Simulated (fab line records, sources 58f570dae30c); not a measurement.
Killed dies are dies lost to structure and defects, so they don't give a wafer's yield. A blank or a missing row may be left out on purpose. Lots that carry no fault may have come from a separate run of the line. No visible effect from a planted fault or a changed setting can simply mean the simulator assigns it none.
The tool behind it: which one?    flow berkeley-cmos170    7 lots, 19 wafers sampled, at 3 steps of a route of 331

## WHAT THE GAUGES SHOWED, per wafer
UCB170_M1_RS_MEAS_01: the measuring method here is four-point-probe.
lot   measured      on             M1_AL_RS (ohm/sq)
L346  day 7 04:27   film-metro-03  0.0509 0.0504 0.0513
L349  day 7 18:31   film-metro-01  0.0514 0.0508 0.0513
L348  day 8 05:34   film-metro-03  0.0501 0.0504 0.0503
L352  day 8 07:27   film-metro-03  0.0510 0.0512 0.0507
L354  day 9 10:59   film-metro-04  0.0509 0.0514 0.0511
L359  day 10 04:11  film-metro-04  0.0474 0.0474
L364  day 11 21:50  film-metro-01  0.0501 0.0502 0.0502

## WHICH TOOL RAN EACH LOT (tool, then ch and the chambers of the sampled wafers, then the start)
lot   UCB170_SILICIDE_SPUTTER_01    UCB170_M1_SPUTTER_00
L346  pvd-sputter-02, day 6 23:43   pvd-sputter-01, day 7 04:23
L349  pvd-sputter-02, day 7 13:34   pvd-sputter-01, day 7 18:28
L348  pvd-sputter-01, day 8 00:42   pvd-sputter-03, day 8 05:29
L352  pvd-sputter-02, day 8 01:25   pvd-sputter-03, day 8 07:22
L354  pvd-sputter-04, day 9 03:06   pvd-sputter-02, day 9 10:53
L359  pvd-sputter-01, day 9 20:58   pvd-sputter-03, day 10 04:03
L364  pvd-sputter-01, day 11 14:53  pvd-sputter-01, day 11 21:45
- UCB170_SILICIDE_SPUTTER_01: material Ti, target thk 30 nm, time 25 s.
- UCB170_M1_SPUTTER_00: material Al, target thk 600 nm, time 80 s.

## THE ANSWER, worked out from the rows above alone
Rule: the lots themselves supply what counts as usual. The widest of any qualifying gaps counts: lots, ordered by their means at a reading, are off when they make up no more than a third of the lots, leave a main group of 4 or more, and stand apart from it by 3 or more times the standard deviation of that group's means. Not used: any main group whose means are identical at the precision the tables above print for the reading. A lot without any number at a reading at which 4 lots or more have one is off too. Any other lot the step has rows for is counted as sound.
Off: L359, seen at UCB170_M1_RS_MEAS_01 (M1_AL_RS). The main group: mean 0.0508 ohm/sq, standard deviation 0.0004.
If a tool, at a process step before that reading, ran all the lots that are off and no sound lot after the first of them, it fits. Those tools and the gauges at UCB170_M1_RS_MEAS_01 are tried in the same way. Can't be told from this: 2 tools fit, pvd-sputter-03 at UCB170_M1_SPUTTER_00, film-metro-04 at UCB170_M1_RS_MEAS_01.

## WHAT WAS PUT IN BY THE SIMULATOR
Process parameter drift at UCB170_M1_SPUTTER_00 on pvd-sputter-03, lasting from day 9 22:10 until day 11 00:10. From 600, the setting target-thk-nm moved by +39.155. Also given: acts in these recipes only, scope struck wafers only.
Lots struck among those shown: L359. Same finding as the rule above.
